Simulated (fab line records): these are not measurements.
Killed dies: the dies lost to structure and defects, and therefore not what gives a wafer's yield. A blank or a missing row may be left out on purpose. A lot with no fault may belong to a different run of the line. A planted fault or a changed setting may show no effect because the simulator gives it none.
fab line records	flow ritCmos
record: lots: 6	wafers: 18	lastDay: 7
route steps=202 shown ACTIVE@1
lots that met no fault: taken from a fault-free run of the same line
startH: hours from the record's first day to the start of the lot's first wafer shown	waitH: hours from the lot's prior step to this one	" repeats the value in the row above	L1.1+2: one row covering several wafers at once	- no value present, or no start provided	* or withheld: withheld	< > ~ a bound
route shown NAME@n: names a module that has steps shown in the file, with the first one's number in the route	usual: the fault-free wafers' mean and standard deviation	same: alike in all rows	chamber/n: place in a boat	sites: per-site readings	_std_site: standard deviation of those values	_edge_site: mean of outer sites minus mean of inner sites	radiusMm: how far each site lies from the wafer's centre	mask NAME#n: copy n	behind: the tool/chamber that last shaped the wafer	hold: reason for holding the lot/hours on hold/outcome of the hold	device: transistor that didn't switch, given as n, p or np	end of line: at the end of the route, the tests of the same wafers	for a step that has no rows: nothing shown but its recipe	killed: not the wafer's yield, but the dies lost to structure and defects at the first sort	map: a wafer's dies, x killed, . not, _ none there
set.NAME: the setting the step ran with; set.NAME@STEP: the setting that earlier step ran with	model.NAME: the simulator's own value behind a step, which no gauge read
lots seen at some steps along the route; tables by step, rows by wafer
services: from which hour (startH, from the record's first day; less than 0 if before it) a tool's chamber was out of use, for how many hours, and why
== steps ==
step: RIT_ACTIVE_BOW_MEAS_00
recipe: mode: bow
usual: INCOMING_BOW: 0/7.1
lot.wafer	tool	chamber	startH	waitH	INCOMING_BOW[um]
L150.3	filmMetro-03	-	10.04	-	1
L150.4	"	-	"	"	-2
L150.6	"	-	"	"	3
L153.1	filmMetro-02	-	25.00	-	-5
L153.2	"	-	"	"	10
L153.3	"	-	"	"	-3
L160.3	filmMetro-01	-	60.04	-	-5
L160.4	"	-	"	"	16
L160.6	"	-	"	"	8
L163.1	filmMetro-01	-	75.00	-	-8
L163.4	"	-	"	"	3
L163.6	"	-	"	"	-1
L164.2	filmMetro-01	-	80.02	-	-2
L164.5	"	-	"	"	1
L164.6	"	-	"	"	3
L173.1	filmMetro-01	-	125.00	-	-10
L173.5	"	-	"	"	-11
L173.6	"	-	"	"	-4
step: RIT_ACTIVE_OXIDATION_01
recipe: tempC: 1000	ambient: O2	targetThkA: 468	oxTimeS: 3360
step: RIT_ACTIVE_THK_MEAS_02
recipe: reads: SiO2_of_ACTIVE_OXIDATION_01
usual: ACTIVE_OXIDE_THK: 46.8/1.2
lot.wafer	tool	chamber	startH	waitH	ACTIVE_OXIDE_THK[nm]
L150.3	filmMetro-02	-	12.19	0.0	48.3
L150.4	"	-	"	"	47.2
L150.6	"	-	"	"	48.3
L153.1	filmMetro-01	-	27.05	0.0	45.4
L153.2	"	-	"	"	46.9
L153.3	"	-	"	"	46.3
L160.3	filmMetro-03	-	62.07	0.0	48.1
L160.4	"	-	"	"	47.9
L160.6	"	-	"	"	47.9
L163.1	filmMetro-02	-	77.05	0.0	47.3
L163.4	"	-	"	"	46.4
L163.6	"	-	"	"	47.0
L164.2	filmMetro-02	-	82.06	0.0	46.4
L164.5	"	-	"	"	46.4
L164.6	"	-	"	"	45.4
L173.1	filmMetro-01	-	127.05	0.0	46.7
L173.5	"	-	"	"	46.4
L173.6	"	-	"	"	47.0
step: RIT_ACTIVE_CVD_03
recipe: material: Si3N4	targetThkNm: 150	tempC: 810	precursor: SiH2Cl2/NH3	timeS: 1500	pressureMtorr: 300	sih2cl2FlowSccm: 60	nh3FlowSccm: 150
usual: spikeTcSourceC: 833.5/1.7
lot.wafer	tool	chamber	startH	waitH	spikeTcSourceC
L150.3	lpcvd-02	0	12.23	0.0	832.0
L150.4	"	0	"	"	832.5
L150.6	"	0	"	"	832.0
L153.1	lpcvd-02	0	27.11	0.1	832.8
L153.2	"	0	"	"	830.5
L153.3	"	0	"	"	832.3
L160.3	lpcvd-01	0	62.11	0.0	837.8
L160.4	"	0	"	"	837.3
L160.6	"	0	"	"	835.2
L163.1	lpcvd-02	1	77.11	0.1	834.0
L163.4	"	1	"	"	831.7
L163.6	"	1	"	"	833.4
L163.1	lpcvd-02	1	78.70	0.2	831.6
L163.4	"	1	"	"	832.4
L163.6	"	1	"	"	832.4
L164.2	lpcvd-01	1	82.11	0.0	833.5
L164.5	"	1	"	"	834.2
L164.6	"	1	"	"	834.4
L164.2	lpcvd-02	1	83.70	0.2	834.5
L164.5	"	1	"	"	832.9
L164.6	"	1	"	"	832.8
L173.1	lpcvd-01	1	127.11	0.1	833.0
L173.5	"	1	"	"	835.8
L173.6	"	1	"	"	834.8
step: RIT_ACTIVE_THK_MEAS_04
recipe: reads: Si3N4_of_ACTIVE_CVD_03
usual: ACTIVE_NITRIDE_THK: 150.3/1.4
lot.wafer	tool	chamber	startH	waitH	ACTIVE_NITRIDE_THK[nm]
L150.3	filmMetro-01	-	13.66	0.0	151.7
L150.4	"	-	"	"	152.7
L150.6	"	-	"	"	152.8
L153.1	filmMetro-03	-	28.53	0.0	147.2
L153.2	"	-	"	"	148.4
L153.3	"	-	"	"	148.5
L160.3	filmMetro-01	-	63.55	0.0	149.6
L160.4	"	-	"	"	148.8
L160.6	"	-	"	"	150.6
L163.1	filmMetro-02	-	80.11	0.0	297.6
L163.4	"	-	"	"	300.6
L163.6	"	-	"	"	297.1
L164.2	filmMetro-01	-	85.12	0.0	298.7
L164.5	"	-	"	"	300.0
L164.6	"	-	"	"	299.8
L173.1	filmMetro-03	-	128.53	0.0	151.0
L173.5	"	-	"	"	151.4
L173.6	"	-	"	"	151.4
step: RIT_ACTIVE_HMDS_05
recipe: primeTimeS: 60	primeTempC: 140
step: RIT_ACTIVE_COAT_06
recipe: resist: NOVOLAK	spinRpm: 3178	resistThkNm: 1000
step: RIT_ACTIVE_SOFTBAKE_07
recipe: resist: NOVOLAK	tempC: 90	timeS: 60
step: RIT_ACTIVE_EXPOSE_08
recipe: maskId: M1	na: 0.6	sourceShape: conventional	sigmaOuter: 0.6	targetCdNm: 1400	doseMj: 225
step: RIT_ACTIVE_PEB_09
recipe: resist: NOVOLAK	tempC: withheld	timeS: withheld
step: RIT_ACTIVE_DEVELOP_10
recipe: resist: NOVOLAK	developTimeS: 50	devTempC: 23
step: RIT_ACTIVE_CD_MEAS_11
recipe: targetCdNm: 1400
usual: cdNm: 1401.1/1.9
lot.wafer	tool	chamber	startH	waitH	cdNm
L150.3	cdSem-01	-	14.72	-	1402.2
L150.4	"	-	"	"	1399.8
L150.6	"	-	"	"	1399.2
L153.1	cdSem-02	-	29.56	-	1402.1
L153.2	"	-	"	"	1401.4
L153.3	"	-	"	"	1402.2
L160.3	cdSem-02	-	64.48	-	1401.0
L160.4	"	-	"	"	1403.3
L160.6	"	-	"	"	1402.6
L163.1	cdSem-02	-	81.43	-	1400.3
L163.4	"	-	"	"	1399.6
L163.6	"	-	"	"	1401.6
L164.2	cdSem-01	-	86.45	-	1402.6
L164.5	"	-	"	"	1405.4
L164.6	"	-	"	"	1402.4
L173.1	cdSem-02	-	129.49	-	1403.1
L173.5	"	-	"	"	1403.2
L173.6	"	-	"	"	1401.8
step: RIT_ACTIVE_HARDBAKE_12
recipe: resist: NOVOLAK	tempC: 140	timeS: 60
step: RIT_ACTIVE_ETCH_13
recipe: stopOn: SiO2	chemistry: SF6	target: Si3N4	timeS: 210	overEtchFrac: 0.4	SF6_flow_sccm: 200	pressureMtorr: 260	rfW: 125	targetDepthA: 2100
usual: drypumpMotorCurrentA: 5.6/0.46	oesProductAu: 0.819/0.015	throttleValvePct: 7.57/0.15
lot.wafer	tool	chamber	startH	waitH	drypumpMotorCurrentA	oesProductAu	rfHoursCounterH	throttleValvePct	model.etch.depthNm	model.ACTIVE.featureDepthNm
L150.3	rieDiel-03	2	15.15	0.1	6.0	0.838	7	7.66	151.8	151.8
L150.4	"	3	"	"	5.6	0.821	77	7.58	152.7	152.8
L150.6	"	1	"	"	5.5	0.843	-	7.36	152.7	153.3
L153.1	rieDiel-02	3	29.83	0.1	5.8	0.791	124	7.30	147.3	147.4
L153.2	"	2	"	"	4.9	0.815	88	7.53	148.5	148.5
L153.3	"	1	"	"	5.8	0.792	116	7.64	148.4	149.8
L160.3	rieDiel-03	2	64.71	0.1	6.0	0.838	8	7.69	149.6	149.6
L160.4	"	0	"	"	5.5	0.796	1	7.39	149	150.5
L160.6	"	0	"	"	5.5	0.813	-	7.41	150.6	152.1
L163.1	rieDiel-02	0	81.70	0.1	5.3	1.027	151	7.44	210.9	210.9
L163.4	"	3	"	"	5.8	0.972	124	7.31	209.5	209.5
L163.6	"	3	"	"	5.8	0.975	-	7.32	213.5	213.5
L164.2	rieDiel-02	1	86.70	0.1	5.8	1.022	118	7.65	220.5	220.5
L164.5	"	3	"	"	5.8	0.988	-	7.31	215.1	215.1
L164.6	"	2	"	"	4.8	0.998	-	7.54	212.2	212.2
L173.1	rieDiel-04	1	129.76	0.1	6.5	0.813	118	7.77	151	151
L173.5	"	3	"	"	4.9	0.826	-	7.67	151.5	151.5
L173.6	"	0	"	"	5.5	0.803	-	7.74	151.5	153
step: RIT_ACTIVE_STRIP_14
recipe: chemistry: O2	timeS: 180	resist: NOVOLAK	platenTempC: withheld	powerW: 500	pressureMtorr: 4000	o2FlowSccm: 4000
usual: drypumpMotorCurrentA: 5.6/0.43
lot.wafer	tool	chamber	startH	waitH	drypumpMotorCurrentA	rfHoursCounterH
L150.3	plasmaAsher-01	0	15.34	0.1	6.0	-
L150.4	"	1	"	"	6.0	-
L150.6	"	0	"	"	6.0	-
L153.1	plasmaAsher-02	1	29.97	0.1	5.5	25
L153.2	"	0	"	"	4.7	25
L153.3	"	1	"	"	5.5	-
L160.3	plasmaAsher-01	1	64.90	0.1	6.0	-
L160.4	"	0	"	"	6.0	-
L160.6	"	1	"	"	6.0	-
L163.1	plasmaAsher-01	0	81.83	0.1	6.0	45
L163.4	"	1	"	"	6.1	-
L163.6	"	0	"	"	6.0	-
L164.2	plasmaAsher-03	1	86.84	0.1	5.4	38
L164.5	"	1	"	"	5.4	-
L164.6	"	0	"	"	5.4	-
L173.1	plasmaAsher-03	0	129.89	0.1	5.4	1
L173.5	"	1	"	"	5.4	-
L173.6	"	0	"	"	5.4	-
step: RIT_ACTIVE_CD_MEAS_90
recipe: targetCdNm: 1400
usual: cdNm: 1401.1/1.9
lot.wafer	tool	chamber	startH	waitH	cdNm
L150.3	cdSem-02	-	15.49	0.1	1401.7
L150.4	"	-	"	"	1399.5
L150.6	"	-	"	"	1399.6
L153.1	cdSem-01	-	30.14	0.1	1402.3
L153.2	"	-	"	"	1401.7
L153.3	"	-	"	"	1402.4
L160.3	cdSem-02	-	65.06	0.1	1400.6
L160.4	"	-	"	"	1403.0
L160.6	"	-	"	"	1402.2
L163.1	cdSem-01	-	82.01	0.1	1400.0
L163.4	"	-	"	"	1399.6
L163.6	"	-	"	"	1401.4
L164.2	cdSem-01	-	87.14	0.2	1403.0
L164.5	"	-	"	"	1405.3
L164.6	"	-	"	"	1402.2
L173.1	cdSem-02	-	130.06	0.1	1403.0
L173.5	"	-	"	"	1403.6
L173.6	"	-	"	"	1402.0
step: RIT_ACTIVE_CLEAN_15
recipe: chemistry: SC1	mix: 3:3:50	timeS: 600	tempC: 75
lot.wafer	tool	chamber	startH	waitH	model.Si3N4_of_ACTIVE_CVD_03.thkNm
L150.3	wetBench-03	3	15.57	0.1	151.4
L150.4+6	"	3	"	"	152.3
L153.1	wetBench-02	1	30.26	0.1	146.9
L153.2	"	1	"	"	148.1
L153.3	"	1	"	"	148
L160.3	wetBench-03	0	65.14	0.1	149.2
L160.4	"	0	"	"	148.6
L160.6	"	0	"	"	150.1
L163.1	wetBench-03	1	82.13	0.1	297.4
L163.4	"	1	"	"	300.3
L163.6	"	1	"	"	296.6
L164.2	wetBench-03	2	87.24	0.1	298.5
L164.5	"	2	"	"	299.5
L164.6	"	2	"	"	299.2
L173.1	wetBench-03	2	130.18	0.1	150.6
L173.5+6	"	2	"	"	151.1
step: RIT_ACTIVE_CLEAN_16
recipe: chemistry: dHF	dilution: 50:1	timeS: 30
lot.wafer	tool	chamber	startH	waitH	model.Si3N4_of_ACTIVE_CVD_03.thkNm
L150.3	wetBench-01	3	15.76	0.0	151
L150.4	"	3	"	"	151.8
L150.6	"	3	"	"	151.9
L153.1	wetBench-02	2	30.44	0.0	146.4
L153.2	"	2	"	"	147.7
L153.3	"	2	"	"	147.6
L160.3	wetBench-02	0	65.31	0.0	148.7
L160.4	"	0	"	"	148.1
L160.6	"	0	"	"	149.7
L163.1	wetBench-01	0	82.30	0.0	297
L163.4	"	0	"	"	299.9
L163.6	"	0	"	"	296.1
L164.2	wetBench-02	0	87.42	0.0	298.1
L164.5	"	0	"	"	299
L164.6	"	0	"	"	298.8
L173.1	wetBench-01	3	130.37	0.0	150.1
L173.5+6	"	3	"	"	150.7
step: RIT_ACTIVE_CLEAN_17
recipe: chemistry: SC2	mix: 3:3:50	timeS: 600	tempC: 75	dry: n2Spin
== services ==
tool	chamber	startH	hours	kind
rieDiel-03	-	-7.85	2.8	pm
lpcvd-02	-	-3.66	2.8	pm
rieDiel-03	0	-3.39	-	clean
rieDiel-03	0	-3.39	16.3	scheduledDown
rieDiel-03	0	-3.39	16.3	ventCycle
wetBench-01	-	-0.79	5.3	repair
wetBench-03	-	18.18	0.7	repair
plasmaAsher-03	-	30.14	7.3	repair
rieDiel-02	3	35.02	13.1	repair
plasmaAsher-02	-	50.59	2.3	repair
rieDiel-03	2	56.03	2.7	repair
plasmaAsher-01	-	60.14	2.8	pm
rieDiel-04	0	70.20	2.9	repair
plasmaAsher-02	-	77.20	0.7	repair
plasmaAsher-02	-	78.69	1.6	repair
plasmaAsher-03	-	79.26	1.9	repair
wetBench-02	-	79.87	1.0	repair
rieDiel-03	0	84.88	4.8	repair
plasmaAsher-02	-	88.25	2.5	repair
lpcvd-01	-	96.11	6.0	pm
plasmaAsher-03	-	108.75	9.0	pm
plasmaAsher-03	0	108.75	9.0	ventCycle
plasmaAsher-03	1	108.75	9.0	ventCycle
lpcvd-02	-	115.61	6.0	pm
== key ==
firstSign: step: RIT_ACTIVE_CVD_03	reading: visit	direction: added
effect: step: RIT_ACTIVE_THK_MEAS_04	reading: ACTIVE_NITRIDE_THK	direction: up	sigmas: 99+	usual: 150.3	struck: 299.0
effect: step: RIT_ACTIVE_ETCH_13	reading: oesProductAu	direction: up	sigmas: 12	usual: 0.819	struck: 0.997
modelEffect: step: RIT_ACTIVE_ETCH_13	value: etch.depthNm	without: 149.8	struck: 213.6
modelEffect: step: RIT_ACTIVE_CLEAN_15	value: Si3N4_of_ACTIVE_CVD_03.thkNm	without: 149.4	struck: 298.6
modelEffect: step: RIT_ACTIVE_CLEAN_16	value: Si3N4_of_ACTIVE_CVD_03.thkNm	without: 149	struck: 298.2
metAt RIT_ACTIVE_CVD_03
struckWafers L163.1,L163.4,L163.6,L164.2,L164.5,L164.6
laterRowsLeftOut L163.1,L163.4,L163.6,L164.2,L164.5,L164.6
sortLeftOut L163.1,L163.4,L163.6,L164.2,L164.5,L164.6
testerLeftOut L163,L164
fault: kind: repeatedStepWhole	tool: lpcvd-01,lpcvd-02	chamber: -	onsetH: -	steps: RIT_ACTIVE_CVD_03	times: 1	scope: struckLotsOnly
testerLeftOut: of these lots the tester's yield and bins aren't shown, on N5 and GAA mostly nor the transistor test; their killed dies are dies lost to structure and defects alone, not to doping, threshold or leakage, so they don't give the yield
sortLeftOut: the simulated sort isn't trusted on such a fault, so these wafers' sort isn't shown, and their yield isn't known
laterRowsLeftOut: the simulator's readings of these wafers behind a module that went badly wrong aren't trusted and aren't shown, but for the sort
